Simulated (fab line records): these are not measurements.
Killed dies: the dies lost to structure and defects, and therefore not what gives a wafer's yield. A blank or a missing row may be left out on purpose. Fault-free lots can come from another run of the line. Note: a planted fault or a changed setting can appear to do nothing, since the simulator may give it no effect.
The same fault as seen by 2 desks :: flow ritCmos :: every desk sees just its own numbers, and what lay behind them comes last

DESK OF THE TOOL OWNER: rtpAnneal-01
The tool's own readings at RIT_SILICIDE_RTA_04 (time 10 s, ramp up 5 s, ramp down 5 s): means of the sampled wafers that have a number, for each lot that ran on this tool. The brackets show how far a lot's mean lies from the usual mean; more than 4 standard deviations puts the lot out of limits, marked OUT.
Columns: A = wafer_temp_C_max at RIT_SILICIDE_RTA_04, usual 653.0
lot: L868
first seen here: day 4 18:24
A: 653.3

lot: L874
first seen here: day 5 21:36
A: 653.4

lot: L876
first seen here: day 6 09:58
A: 652.6
This desk's finding: nothing out of limits on any of the 3 lots.

METROLOGY DESK
What the gauges read, lot by lot, whatever tool the lot ran on: means of the sampled wafers that have a number. The brackets show how far a lot's mean lies from the usual mean; more than 4 standard deviations puts the lot out of limits, marked OUT. 7 of its 14 readings are shown, namely those furthest out on some lot.
Columns: A = NSD_RS at RIT_SDANNEAL_RS_MEAS_05, usual 84.58 ohm/sq; B = PLDD_RS at RIT_SDANNEAL_RS_MEAS_06, usual 178.8 ohm/sq; C = NLDD_RS at RIT_SDANNEAL_RS_MEAS_07, usual 151.8 ohm/sq; D = SILICIDE_TI_THK at RIT_SILICIDE_THK_MEAS_03, usual 28.7 nm; E = cdNm at RIT_CONTACT_CD_MEAS_08, usual 1000.6 nm; F = cdNm at RIT_M1_CD_MEAS_09, usual 2600.4 nm; G = M1_OVL at RIT_M1_OVL_MEAS_10, usual -0.3 nm
lot: L868
first seen here: day 4 17:34
A: 84.61
B: 178.5
C: 151.2
D: 29.0
E: 999.8
F: 2601.4
G: -0.4

lot: L869
first seen here: day 4 23:52
A: 84.51
B: 178.7
C: 151.6
D: 28.1
E: 1000.4
F: 2597.4
G: -2.1

lot: L873
first seen here: day 5 18:17
A: 84.45
B: 178.8
C: 152.2
D: 29.0
E: 997.9
F: 2602.3
G: -1.0

lot: L874
first seen here: day 5 20:47
A: 84.93
B: 179.3
C: 152.6
D: 28.3
E: 1000.4
F: 2602.9
G: -0.1

lot: L876
first seen here: day 6 09:09
A: 84.86
B: 178.7
C: 151.4
D: 28.8
E: 1001.2
F: 2602.1
G: 1.0

lot: L883
first seen here: day 7 20:11
A: 84.70
B: 178.8
C: 151.7
D: 28.3
E: 999.5
F: 2597.2
G: 1.4
This desk's finding: nothing out of limits on any of the 6 lots.

PUT TOGETHER
The desk of the tool owner found nothing out of limits.
At the metrology desk, nothing out of limits was observed.

WHAT WAS PUT IN BY THE SIMULATOR
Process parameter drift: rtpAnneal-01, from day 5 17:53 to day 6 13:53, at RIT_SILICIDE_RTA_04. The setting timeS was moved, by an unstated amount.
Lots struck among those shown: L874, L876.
